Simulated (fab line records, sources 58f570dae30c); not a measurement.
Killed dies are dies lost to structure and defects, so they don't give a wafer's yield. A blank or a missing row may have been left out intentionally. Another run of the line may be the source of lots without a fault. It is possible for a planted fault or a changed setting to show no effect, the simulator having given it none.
Shared-tool check ; flow berkeleyCmos170 ; 14 lots, 48 wafers sampled

## THE REASON FOR OPENING IT
Of 14 lots, 2 have the reading NLDD_RS flagged at UCB170_SDANNEAL_RS_MEAS_05. Fault-free wafers read 616.9 ohm/sq, with a standard deviation of 1.5.
Rule: a lot is flagged when every wafer of it that has a number lies more than 4 standard deviations from that mean, or none has a number. As for the other lots, they are considered sound.

lot;measured;on;NLDD_RS (ohm/sq), wafer by wafer;flag
L422;day 8 00:45;filmMetro-04;617.3 617.8 617.4;
L421;day 8 00:56;filmMetro-03;616.9 617.7 616.8;
L420;day 8 01:28;filmMetro-04;616.7 614.8 616.3;
L423;day 8 23:53;filmMetro-02;617.7 616.7 616.1;
L424;day 9 00:20;filmMetro-02;617.4 619.9 621.0;
L426;day 9 10:31;filmMetro-03;618.0 617.8 618.5;
L430;day 9 10:50;filmMetro-04;615.2 615.3 615.7;
L427;day 9 11:17;filmMetro-03;644.4 645.8 646.7 644.1 645.0 646.5;FLAGGED
L428;day 9 11:23;filmMetro-04;616.2 614.4 614.6;
L432;day 10 17:32;filmMetro-04;641.1 640.3 642.1 640.2 642.0 641.7;FLAGGED
L438;day 11 21:51;filmMetro-04;615.4 615.7 615.6;
L439;day 11 22:17;filmMetro-02;614.9 615.8 616.1;
L440;day 11 22:40;filmMetro-03;616.6 616.6 616.5;
L442;day 13 00:33;filmMetro-03;618.9 619.2 617.7;
The mean of the flagged lots' numbers is 643.3 ohm/sq, +26.4 ohm/sq from the usual (+18 standard deviations).

## WHICH TOOL RAN EACH LOT
The record holds 1 process step before the reading, out of a route of 331 steps. Read each cell as the tool, then ch plus the chambers that the sampled wafers visited, then the start.
lot;flag;UCB170_NLDD_IMPLANT_09
L422;;implanter-03 ch 0, day 7 13:38
L421;;implanter-04 ch 0, day 7 14:43
L420;;implanter-03 ch 0, day 7 14:48
L423;;implanter-01 ch 0, day 8 08:52
L424;;implanter-03 ch 0, day 8 09:21
L426;;implanter-04 ch 0, day 8 20:05
L430;;implanter-01 ch 0, day 8 22:43
L427;FLAGGED;implanter-01 ch 0, day 8 23:58
L428;;implanter-03 ch 0, day 9 00:16
L432;FLAGGED;implanter-01 ch 0, day 10 05:08
L438;;implanter-03 ch 0, day 11 09:48
L439;;implanter-04 ch 0, day 11 10:06
L440;;implanter-04 ch 0, day 11 13:19
L442;;implanter-03 ch 0, day 12 12:55
These steps, and what they do:
- UCB170_NLDD_IMPLANT_09
- UCB170_SDANNEAL_RS_MEAS_05: measures by four-point-probe.

## FLAGGED OVER TOTAL, TOOL BY TOOL (the gauges that took the reading come last)
step;tool;lots run;flagged;share of the flagged lots;sound lots run after its first flagged lot
UCB170_NLDD_IMPLANT_09;implanter-01;4;2;all;0
UCB170_NLDD_IMPLANT_09;implanter-03;6;0;none;-
UCB170_NLDD_IMPLANT_09;implanter-04;4;0;none;-
UCB170_SDANNEAL_RS_MEAS_05;filmMetro-02;3;0;none;-
UCB170_SDANNEAL_RS_MEAS_05;filmMetro-03;5;1;some;2 (L440,L442)
UCB170_SDANNEAL_RS_MEAS_05;filmMetro-04;6;1;some;1 (L438)

## THE TABLE: WHAT IT ALLOWS
All flagged lots share 1 row of the table, namely implanter-01 at UCB170_NLDD_IMPLANT_09.
- implanter-01 at UCB170_NLDD_IMPLANT_09 ran 4 lots, 2 of them flagged. Its last sound lot is L430 (day 8 22:43), its first flagged lot L427 (day 8 23:58): a fault that began between those two fits. Its own readings (doseIonsCm2, faradayCurrentUA) fall more than 4 standard deviations out on all wafers of the flagged lots.
One tool is left: implanter-01 at UCB170_NLDD_IMPLANT_09.

## WHAT WAS PUT IN BY THE SIMULATOR
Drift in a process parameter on implanter-01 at UCB170_NLDD_IMPLANT_09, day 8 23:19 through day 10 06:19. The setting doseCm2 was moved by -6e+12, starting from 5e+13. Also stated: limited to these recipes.
Shown lots that were struck: L427, L432. This agrees with what the rule above found.
